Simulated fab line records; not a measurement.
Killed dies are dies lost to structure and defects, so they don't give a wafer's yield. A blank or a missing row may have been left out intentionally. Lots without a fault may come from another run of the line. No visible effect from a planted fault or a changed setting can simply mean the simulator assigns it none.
fab line records ; flow rit_cmos
[record] lots = 13; wafers = 39; last_day = 7
route steps=202 shown SPACER@125 M1@202
lots with no fault: from the same line, run without faults
start_h: the number of hours between the record's first day and the start of the first shown wafer of the lot ; wait_h: hours from the lot's prior step to this one ; " identical to the entry in the row above ; L1.1+2: a single row standing in for several wafers ; - no value, or no start given ; * or withheld: withheld ; < > ~ a bound
route shown NAME@n: NAME is a module with steps in the file, n the number in the route of the first one ; usual: the fault-free wafers' mean and standard deviation ; same: alike in all rows ; chamber/n: place in a boat ; sites: each site's reading ; _std_site: standard deviation across them ; _edge_site: mean of outer sites minus mean of inner sites ; radius_mm: for every site, how far away it sits from the centre of the wafer ; mask NAME#n: copy n ; behind: tool/chamber where the wafer was last shaped ; hold: why the lot went on hold/how many hours it stayed there/how the hold came to an end ; device: which transistor (n, p or np) failed to switch ; end of line: tests run on the same wafers once the route is complete ; where a step has no rows: the recipe by itself ; killed: dies that structure and defects cost at the first sort, which is not the same as the wafer's yield ; map: the dies of a wafer, with x for killed, . for not killed, _ for no die there
set.NAME: the setting that was run; set.NAME@STEP: the one run at that earlier step ; model.NAME: the simulator's own value behind a step, which no gauge read
one table for each step of the route and one row for each wafer, over a sample of lots
[[steps]]
[step RIT_SPACER_CLEAN_00]
[recipe] chemistry = SC1; mix = 3:3:50; time_s = 600; temp_c = 75
[usual] run_length_s = 628/3.6
lot.wafer;tool;chamber;start_h;wait_h;run_length_s
L436.1;wet_bench-03;2;45.47;0.1;633
L436.5;wet_bench-03;2;45.47;0.1;633
L436.6;wet_bench-03;2;45.47;0.1;633
L437.1;wet_bench-04;1;49.58;0.1;633
L437.4;wet_bench-04;1;49.58;0.1;633
L437.5;wet_bench-04;1;49.58;0.1;633
L438.1;wet_bench-03;1;55.69;0.1;632
L438.4;wet_bench-03;1;55.69;0.1;632
L438.6;wet_bench-03;1;55.69;0.1;632
L440.1;wet_bench-03;0;65.60;0.1;636
L440.2;wet_bench-03;0;65.60;0.1;636
L440.3;wet_bench-03;0;65.60;0.1;636
L441.1;wet_bench-03;1;70.82;0.1;624
L441.2;wet_bench-03;1;70.82;0.1;624
L441.3;wet_bench-03;1;70.82;0.1;624
L442.1;wet_bench-03;2;79.93;0.1;624
L442.4;wet_bench-03;2;79.93;0.1;624
L442.5;wet_bench-03;2;79.93;0.1;624
L443.1;wet_bench-04;3;80.17;0.1;633
L443.2;wet_bench-04;3;80.17;0.1;633
L443.5;wet_bench-04;3;80.17;0.1;633
L447.1;wet_bench-04;1;100.40;0.1;626
L447.2;wet_bench-04;1;100.40;0.1;626
L447.6;wet_bench-04;1;100.40;0.1;626
L448.1;wet_bench-01;3;108.17;0.1;627
L448.3;wet_bench-01;3;108.17;0.1;627
L448.6;wet_bench-01;3;108.17;0.1;627
L451.3;wet_bench-03;3;122.81;0.0;626
L451.5;wet_bench-03;3;122.81;0.0;626
L451.6;wet_bench-03;3;122.81;0.0;626
L455.1;wet_bench-04;3;142.32;0.1;761
L455.2;wet_bench-04;3;142.32;0.1;761
L455.4;wet_bench-04;3;142.32;0.1;761
L457.2;wet_bench-01;2;154.24;0.0;626
L457.3;wet_bench-01;2;154.24;0.0;626
L457.6;wet_bench-01;2;154.24;0.0;626
L459.1;wet_bench-01;2;165.71;0.1;626
L459.4;wet_bench-01;2;165.71;0.1;626
L459.6;wet_bench-01;2;165.71;0.1;626
[step RIT_M1_PROBE_99]
[usual] killed_at_M0_to_M3 = 0.0/0.14; killed_at_contacts = 0.1/0.31; killed_at_front_end = 7/3.2; killed_dies = 7/3.2; killed_on_rim = 1.9/1.4; killed_open = 3.6/1.9; killed_short = 3.6/2
[same] gross_dies = 264; killed_at_M4_up = 0; killed_at_back_side = 0; killed_at_other = 0
lot.wafer;tool;chamber;start_h;wait_h;killed_at_M0_to_M3;killed_at_contacts;killed_at_front_end;killed_dies;killed_on_rim;killed_open;killed_short
L438.1;prober-02;-;69.26;0.1;0;0;5;5;2;3;1
L438.4;prober-02;-;69.41;0.2;0;0;11;11;3;4;6
L438.6;prober-02;-;69.51;0.2;0;0;7;7;1;4;3
L451.3;prober-01;-;136.47;0.2;0;0;8;8;2;3;5
L451.5;prober-01;-;136.57;0.2;0;0;8;8;2;3;4
L451.6;prober-01;-;136.62;0.2;0;0;7;7;2;3;4
// killed by level:class
L438.1 GATE:geometric_particle:open=2 FOX1:geometric_particle:open=1 SILICIDE:geometric_particle:short=1 PSD:coat_microbubble_printed=1
L438.4 GATE:geometric_particle:short=3 GATE:geometric_particle:open=2 FOX1:geometric_particle:open=1 REOX:geometric_particle:open=1 REOX:geometric_particle:short=1 SPACER:geometric_particle:short=1 SILICIDE:geometric_particle:short=1 PSD:coat_microbubble_printed=1
L438.6 GATE:geometric_particle:open=3 GATE:geometric_particle:short=1 REOX:geometric_particle:open=1 REOX:geometric_particle:short=1 SPACER:geometric_particle:short=1
L451.3 GATE:geometric_particle:open=2 SPACER:geometric_particle:short=2 GATE:geometric_particle:short=1 REOX:geometric_particle:short=1 SILICIDE:geometric_particle:open=1 SILICIDE:geometric_particle:short=1
L451.5 GATE:geometric_particle:short=2 FOX1:geometric_particle:short=1 FOX2:geometric_particle:open=1 SPACER:geometric_particle:open=1 SPACER:geometric_particle:short=1 SILICIDE:geometric_particle:open=1 PWELL:coat_microbubble_printed=1
L451.6 GATE:geometric_particle:open=2 FOX1:geometric_particle:short=1 FOX2:geometric_particle:short=1 REOX:geometric_particle:short=1 SPACER:geometric_particle:short=1 SILICIDE:geometric_particle:open=1
[[key]]
[first_sign] step = RIT_SPACER_CLEAN_00; reading = run_length_s; direction = up; sigmas = 37; usual = *; struck = *
effect none on later readings
met_at RIT_SPACER_CLEAN_00
struck_lots L455
struck_wafers L455.1,L455.2,L455.4
tester_left_out L455
onset_between 80.17 142.32
[fault] kind = process_parameter_drift; tool = wet_bench-04; chamber = 3; onset_h = 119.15; steps = RIT_SPACER_CLEAN_00; channel = time_s; offset = *; shape = step; end_h = 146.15; acts_in = *; stated = *
// tester_left_out: of these lots the tester's yield and bins aren't shown, on N5 and GAA mostly nor the transistor test; their killed dies are dies lost to structure and defects alone, not to doping, threshold or leakage, so they don't give the yield
